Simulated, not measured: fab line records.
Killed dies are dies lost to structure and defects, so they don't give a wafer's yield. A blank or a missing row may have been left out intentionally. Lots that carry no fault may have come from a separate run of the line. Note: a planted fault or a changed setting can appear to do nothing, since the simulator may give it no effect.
Which tool was responsible? ; flow rit cmos ; 21 wafers from 7 lots sampled at 2 of the route's 202 steps

== WHAT THE GAUGES READ, wafer by wafer ==
RIT_NWELL_TW_MEAS_10.
lot;measured;on;NWELL_TW
L788;day 2 14:01;film metro-03;2109 2111 2120
L791;day 3 05:37;film metro-04;2158 2166 2168
L794;day 3 21:01;film metro-01;2139 2138 2135
L796;day 4 04:59;film metro-03;2106 2113 2117
L801;day 5 06:58;film metro-01;2147 2144 2141
L804;day 5 22:17;film metro-01;2143 2130 2149
L806;day 6 07:40;film metro-04;2173 2160 2171

== TOOL THAT RAN EACH LOT (tool first, then ch and the chambers of the sampled wafers, then the start) ==
lot;RIT_NWELL_IMPLANT_08
L788;implanter-04 ch 0, day 2 13:42
L791;implanter-03 ch 0, day 3 05:17
L794;implanter-03 ch 0, day 3 20:41
L796;implanter-04 ch 0, day 4 04:39
L801;implanter-03 ch 0, day 5 06:38
L804;implanter-01 ch 0, day 5 21:59
L806;implanter-01 ch 0, day 6 07:20
- RIT_NWELL_IMPLANT_08

== THE ANSWER, worked out from the rows above alone ==
Rule: the lots themselves supply what counts as usual. The widest of any qualifying gaps counts: lots, ordered by their means at a reading, are off when they make up no more than a third of the lots, leave a main group of 4 or more, and stand apart from it by 3 or more times the standard deviation of that group's means. A main group is skipped when, at the precision printed for the reading in the tables above, its means are all equal. A lot without any number at a reading at which 4 lots or more have one is off too. The other lots that the step has rows for count as sound.
Across all readings shown, no lot is off: no conclusion can be drawn from this.

== WHAT THE SIMULATOR HAD INSERTED ==
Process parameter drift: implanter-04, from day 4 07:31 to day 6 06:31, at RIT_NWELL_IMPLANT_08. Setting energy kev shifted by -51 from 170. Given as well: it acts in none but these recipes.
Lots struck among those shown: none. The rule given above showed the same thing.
